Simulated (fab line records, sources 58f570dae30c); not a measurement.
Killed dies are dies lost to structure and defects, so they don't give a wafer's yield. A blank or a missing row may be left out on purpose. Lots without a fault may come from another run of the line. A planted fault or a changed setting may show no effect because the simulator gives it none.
fab line records | flow berkeley_cmos170
record lots=6 wafers=18 last_day=13
route steps=331 shown ZERO@6 NWELL@14
lots that met no fault: from a run of the same line without faults
start_h: hours from the record's first day to the start of the lot's first wafer shown | wait_h: hours since the lot's step before | " the same as in the row above | L1.1+2: a row that stands for several wafers | - no value, or no start given | * or withheld: withheld | < > ~ a bound
route shown NAME@n: a module of which the file shows steps, and the number in the route of the first | usual: mean/standard deviation of fault-free wafers | same: alike in all rows | chamber/n: place in a boat | sites: the reading at each site | _std_site: their standard deviation | _edge_site: outer sites' mean less inner sites' | radius_mm: how far each site lies from the wafer's centre | mask NAME#n: copy n | behind: the tool/chamber that last shaped the wafer | hold: why the lot was held/for how many hours/how that ended | device: the transistor (n, p or np) that didn't switch | end of line: the same wafers' tests at the end of the route | a step without rows: its recipe alone | killed: dies lost to structure and defects at the first sort, not the wafer's yield | map: a wafer's dies, x killed, . not, _ none there
set.NAME: the setting as run; set.NAME@STEP: as run at that earlier step | model.NAME: the simulator's own value behind a step, which no gauge read
lots at some steps of the route; a table a step, a row a wafer
services: from which hour (start_h, from the record's first day; less than 0 if before it) a tool's chamber was out of use, for how many hours, and why
## steps
# step UCB170_ZERO_HMDS_00
# recipe prime_time_s=60 prime_temp_c=100
# step UCB170_ZERO_COAT_01
# recipe resist=KrF spin_rpm=1500 resist_thk_nm=900
# step UCB170_ZERO_SOFTBAKE_02
# recipe resist=KrF temp_c=130 time_s=60
# step UCB170_ZERO_EXPOSE_03
# recipe mask_id=PM_MARKS na=0.5 sigma_outer=0.6 source_shape=conventional target_cd_nm=4000 dose_mj=30
# step UCB170_ZERO_PEB_04
# recipe peb_temp_c=130 peb_time_s=withheld resist=KrF
# step UCB170_ZERO_DEVELOP_05
# recipe developer=TMAH develop_time_s=45 resist=KrF dev_temp_c=21
# step UCB170_ZERO_ETCH_06
# recipe chemistry=CHF3/CF4/Ar target=SiO2 time_s=12 pressure_mtorr=100 rf_w=500 CHF3_flow_sccm=50 cf4_flow_sccm=10 Ar_flow_sccm=120 over_etch_frac=1.58
# usual drypump_motor_current_A=6.1/0.4 oes_product_au=0.619/0.0086 throttle_valve_pct=9.19/0.15
# columns lot.wafer tool chamber start_h wait_h drypump_motor_current_A oes_product_au rf_hours_counter_h throttle_valve_pct
L205.3 rie_diel-02 3 22.29 - 6.5 0.621 97 9.35
L205.5 " 2 " " 5.9 0.607 - 8.91
L205.6 " 3 " " 6.5 0.612 - 9.36
L206.2 rie_diel-02 1 23.82 - 6.1 0.626 40 9.14
L206.4 " 0 " " 6.3 0.603 167 9.11
L206.6 " 3 " " 6.4 0.625 - 9.35
L208.2 rie_diel-02 1 33.68 - 6.2 0.622 40 9.15
L208.4 " 2 " " 5.9 0.617 120 8.91
L208.6 " 1 " " 6.2 0.623 - 9.14
L212.2 rie_diel-03 2 53.34 - 6.2 0.606 121 9.22
L212.3 " 0 " " 5.2 0.611 6 9.26
L212.5 " 3 " " 5.5 0.629 - 9.22
L220.4 rie_diel-01 1 98.83 - 6.3 0.629 - 9.44
L220.5 " 3 " " 5.8 0.611 - 9.22
L220.6 " 2 " " 6.5 0.628 - 9.13
L221.2 rie_diel-01 2 105.30 - 6.6 0.628 145 9.13
L221.3 " 1 " " 6.3 0.628 132 9.47
L221.5 " 3 " " 5.8 0.616 - 9.24
# step UCB170_ZERO_STRIP_07
# recipe chemistry=O2 power_w=400 pressure_mtorr=3500 platen_temp_c=withheld o2_flow_sccm=400 overash_fraction=0.5
# usual drypump_motor_current_A=5.9/0.4 o2_flow_sccm=400.1/1.3 oes_product_au=0.726/0.0042 strip_time_to_endpoint_s=21.46/0.064
# columns lot.wafer tool chamber start_h wait_h drypump_motor_current_A o2_flow_sccm oes_product_au rf_hours_counter_h strip_time_to_endpoint_s
L205.3 plasma_asher-04 1 22.35 0.0 5.5 399.9 0.721 - 21.51
L205.5 " 0 " " 5.6 401.2 0.738 - 21.54
L205.6 " 1 " " 5.5 398.1 0.725 - 21.53
L206.2 plasma_asher-01 0 23.85 0.0 5.7 400.7 0.719 27 21.57
L206.4 " 0 " " 5.7 400.9 0.724 - 21.45
L206.6 " 0 " " 5.7 400.7 0.729 - 21.52
L208.2 plasma_asher-01 0 33.70 0.0 5.7 402.4 0.720 29 21.48
L208.4 " 0 " " 5.7 400.2 0.719 - 21.46
L208.6 " 0 " " 5.7 400.4 0.722 - 21.44
L212.2 plasma_asher-03 0 53.37 0.0 6.6 402.5 0.726 25 21.43
L212.3 " 1 " " 5.7 398.2 0.725 - 21.39
L212.5 " 0 " " 6.6 401.9 0.735 - 21.37
L220.4 plasma_asher-01 0 98.87 0.0 5.7 400.5 0.732 - 21.54
L220.5 " 1 " " 6.2 401.1 0.726 - 21.51
L220.6 " 0 " " 5.7 401.3 0.732 - 21.45
L221.2 plasma_asher-03 0 105.32 0.0 6.6 402.5 0.722 31 21.48
L221.3 " 0 " " 6.6 400.2 0.724 - 21.50
L221.5 " 1 " " 5.7 399.9 0.716 - 21.41
# step UCB170_NWELL_WET_ETCH_00
# recipe chemistry=dHF dilution=25:1 target=SiO2 temp_c=25 time_s=200
# step UCB170_NWELL_OXIDATION_01
# recipe temp_c=1000 ambient=O2 target_thk_a=264 ox_time_s=1260
# step UCB170_NWELL_THK_MEAS_02
# recipe reads=SiO2_of_NWELL_OXIDATION_01
# usual NWELL_OXIDE_THK=26.4/0.56
# columns lot.wafer tool chamber start_h wait_h NWELL_OXIDE_THK[nm]
L206.2 film_metro-04 - 27.23 0.0 26.3
L206.4 " - " " 26.2
L206.6 " - " " 26.1
L205.3 film_metro-03 - 27.24 0.0 26.0
L205.5 " - " " 25.9
L205.6 " - " " 26.1
L208.2 film_metro-04 - 38.76 0.0 26.5
L208.4 " - " " 26.8
L208.6 " - " " 27.5
L212.2 film_metro-02 - 57.88 0.0 27.3
L212.3 " - " " 26.4
L212.5 " - " " 26.7
L220.4 film_metro-04 - 105.65 0.0 26.9
L220.5 " - " " 26.8
L220.6 " - " " 26.8
L221.2 film_metro-02 - 111.91 0.0 24.9
L221.3 " - " " 25.2
L221.5 " - " " 25.3
# step UCB170_NWELL_ANNEAL_03
# recipe temp_c=1000 time_s=900 ambient=N2
# step UCB170_NWELL_CVD_04
# recipe material=Si3N4 target_thk_nm=224 temp_c=800 precursor=SiH2Cl2/NH3 time_s=3360 pressure_mtorr=200 sih2cl2_flow_sccm=25 nh3_flow_sccm=75
# usual pressure_mtorr=200.0/0.38 sih2cl2_flow_sccm=25.00/0.075 spike_tc_centre_C=803.3/1.1 zone_power_load_pct=18.0/1
# columns lot.wafer tool chamber start_h wait_h pressure_mtorr sih2cl2_flow_sccm spike_tc_centre_C zone_power_load_pct model.Si3N4_of_NWELL_CVD_04.thk_nm
L205.3 lpcvd-01 0 33.30 0.0 199.9 24.92 801.9 18.2 225.8
L205.5 " 0 " " 200.2 25.12 805.8 18.2 226.8
L205.6 " 0 " " 200.4 25.09 803.1 17.5 226.9
L206.2 lpcvd-01 0 33.30 0.0 199.8 25.02 803.2 18.1 229.3
L206.4 " 0 " " 199.5 25.11 802.8 17.7 228
L206.6 " 0 " " 199.7 25.07 803.5 18.3 225.7
L208.2 lpcvd-01 0 46.50 0.0 199.9 24.97 803.5 18.0 226.2
L208.4 " 0 " " 200.1 25.10 802.9 17.9 225.1
L208.6 " 0 " " 199.6 24.95 800.7 17.8 225
L212.2 lpcvd-01 1 63.03 0.0 200.6 24.95 804.6 17.2 223.9
L212.3 " 1 " " 200.9 24.94 803.8 17.0 225.7
L212.5 " 1 " " 200.0 24.93 803.3 17.1 224.3
L220.4 lpcvd-01 1 111.38 0.0 200.3 25.10 803.6 17.3 205.4
L220.5 " 1 " " 199.8 25.00 801.5 17.2 206.2
L220.6 " 1 " " 200.2 25.02 804.1 17.6 206.4
L221.2 lpcvd-01 0 119.01 0.5 200.2 24.99 805.5 18.0 207.2
L221.3 " 0 " " 199.8 25.00 802.1 18.3 208.7
L221.5 " 0 " " 200.6 25.08 803.2 18.2 207.2
# step UCB170_NWELL_THK_MEAS_05
# recipe reads=Si3N4_of_NWELL_CVD_04
# usual NWELL_NITRIDE_THK=225.6/2
# columns lot.wafer tool chamber start_h wait_h NWELL_NITRIDE_THK[nm]
L206.2 film_metro-03 - 35.25 0.0 229.1
L206.4 " - " " 227.9
L206.6 " - " " 225.7
L205.3 film_metro-04 - 35.26 0.0 225.7
L205.5 " - " " 226.9
L205.6 " - " " 226.9
L208.2 film_metro-03 - 49.41 0.0 226.0
L208.4 " - " " 225.2
L208.6 " - " " 224.9
L212.2 film_metro-04 - 64.98 0.0 224.1
L212.3 " - " " 225.6
L212.5 " - " " 224.3
L220.4 film_metro-02 - 113.35 0.0 205.5
L220.5 " - " " 206.2
L220.6 " - " " 206.3
L221.2 film_metro-04 - 120.95 0.0 207.2
L221.3 " - " " 208.9
L221.5 " - " " 207.2
# step UCB170_NWELL_HMDS_06
# recipe prime_time_s=60 prime_temp_c=100
# step UCB170_NWELL_COAT_07
# recipe resist=KrF spin_rpm=1500 resist_thk_nm=909.2
# step UCB170_NWELL_SOFTBAKE_08
# recipe resist=KrF temp_c=130 time_s=60
# step UCB170_NWELL_EXPOSE_09
# recipe mask_id=NWELL target_cd_nm=3000 na=0.5 sigma_outer=0.6 source_shape=conventional dose_mj=25
# step UCB170_NWELL_PEB_10
# recipe peb_temp_c=130 peb_time_s=withheld resist=KrF
# step UCB170_NWELL_DEVELOP_11
# recipe developer=TMAH develop_time_s=45 resist=KrF dev_temp_c=21
# step UCB170_NWELL_OVL_MEAS_12
# usual NWELL_OVL=-5/5.6
# columns lot.wafer tool chamber start_h wait_h NWELL_OVL[nm]
L206.2 overlay-01 - 36.79 - -12
L206.4 " - " " -10
L206.6 " - " " -14
L205.3 overlay-01 - 37.31 - -4
L205.5 " - " " -5
L205.6 " - " " 6
L208.2 overlay-01 - 50.31 - -4
L208.4 " - " " -9
L208.6 " - " " -8
L212.2 overlay-02 - 67.13 - 5
L212.3 " - " " -2
L212.5 " - " " 0
L220.4 overlay-01 - 114.93 - -16
L220.5 " - " " 0
L220.6 " - " " -6
L221.2 overlay-01 - 121.98 - -2
L221.3 " - " " -4
L221.5 " - " " -5
# step UCB170_NWELL_ETCH_13
# recipe chemistry=CH3F/Ar/O2 target=Si3N4 stop_on=SiO2 CH3F_flow_sccm=20 Ar_flow_sccm=50 O2_flow_sccm=7 pressure_mtorr=50 rf_w=450 target_depth_a=2464 over_etch_frac=0.1 time_s=154
# usual drypump_motor_current_A=6.0/0.48 oes_product_au=0.947/0.012 throttle_valve_pct=8.06/0.14
# columns lot.wafer tool chamber start_h wait_h drypump_motor_current_A oes_product_au rf_hours_counter_h throttle_valve_pct model.etch.depth_nm
L206.2 rie_diel-02 1 36.82 0.0 6.2 0.959 41 7.96 229.3
L206.4 " 3 " " 6.4 0.960 98 8.17 228
L206.6 " 0 " " 6.3 0.925 - 7.94 225.7
L205.3 rie_diel-04 3 37.34 0.0 5.6 0.945 161 8.22 225.8
L205.5 " 2 " " 6.5 0.963 - 8.08 226.8
L205.6 " 3 " " 5.6 0.934 - 8.24 226.9
L208.2 rie_diel-04 2 50.34 0.0 6.6 0.977 165 8.09 226.2
L208.4 " 3 " " 5.6 0.938 161 8.23 225.1
L208.6 " 2 " " 6.6 0.961 - 8.09 225
L212.2 rie_diel-01 1 67.16 0.0 6.3 0.958 130 8.26 223.9
L212.3 " 2 " " 6.6 0.962 143 7.95 225.7
L212.5 " 1 " " 6.3 0.966 - 8.26 224.3
L220.4 rie_diel-01 3 115.00 0.1 5.7 0.898 - 8.04 205.4
L220.5 " 2 " " 6.6 0.908 - 7.94 206.2
L220.6 " 1 " " 6.3 0.917 - 8.25 206.4
L221.2 rie_diel-04 3 122.01 0.0 5.6 0.882 0 8.23 207.2
L221.3 " 2 " " 6.5 0.885 1 8.10 208.7
L221.5 " 3 " " 5.5 0.886 - 8.22 207.2
# step UCB170_NWELL_IMPLANT_14
# recipe species=P dose_cm2=1e+13 energy_kev=150 tilt_deg=7
## services
# columns tool chamber start_h hours kind
rie_diel-04 2 0.91 8.2 repair
rie_diel-04 1 34.70 8.0 repair
rie_diel-02 1 45.50 5.6 repair
rie_diel-03 1 48.97 8.5 repair
rie_diel-01 0 51.39 72.0 repair
rie_diel-02 0 69.54 - clean
rie_diel-02 0 69.54 13.6 scheduled_down
rie_diel-02 0 69.54 13.6 vent_cycle
rie_diel-04 2 84.34 - clean
rie_diel-04 2 84.34 15.8 scheduled_down
rie_diel-04 2 84.34 15.8 vent_cycle
rie_diel-04 3 100.14 - clean
rie_diel-04 3 100.14 19.2 scheduled_down
rie_diel-04 3 100.14 19.2 vent_cycle
rie_diel-03 3 107.63 1.3 repair
plasma_asher-04 - 108.75 9.0 pm
plasma_asher-04 0 108.75 9.0 vent_cycle
plasma_asher-04 1 108.75 9.0 vent_cycle
plasma_asher-03 - 111.45 2.8 pm
plasma_asher-03 - 115.00 2.3 repair
plasma_asher-04 0 117.75 - clean
plasma_asher-04 1 117.75 - clean
## key
first_sign step=UCB170_NWELL_THK_MEAS_05 reading=NWELL_NITRIDE_THK direction=down sigmas=9.5 usual=225.6 struck=206.9
effect step=UCB170_NWELL_ETCH_13 reading=oes_product_au direction=down sigmas=4.4 usual=0.947 struck=0.896
model_effect step=UCB170_NWELL_CVD_04 value=Si3N4_of_NWELL_CVD_04.thk_nm without=227.6 struck=206.8
model_effect step=UCB170_NWELL_ETCH_13 value=etch.depth_nm without=227.6 struck=206.8
met_at UCB170_NWELL_CVD_04
struck_wafers L220.4,L220.5,L220.6,L221.2,L221.3,L221.5
tester_left_out L220,L221
onset_between 63.03 111.38
also_fits time
fault kind=process_parameter_drift tool=lpcvd-01 chamber=- onset_h=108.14 steps=UCB170_NWELL_CVD_04 channel=target_thk_nm offset=-20.803 shape=step end_h=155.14 acts_in=these_recipes_only stated=224
# tester_left_out: of these lots the tester's yield and bins aren't shown, on N5 and GAA mostly nor the transistor test; their killed dies are dies lost to structure and defects alone, not to doping, threshold or leakage, so they don't give the yield
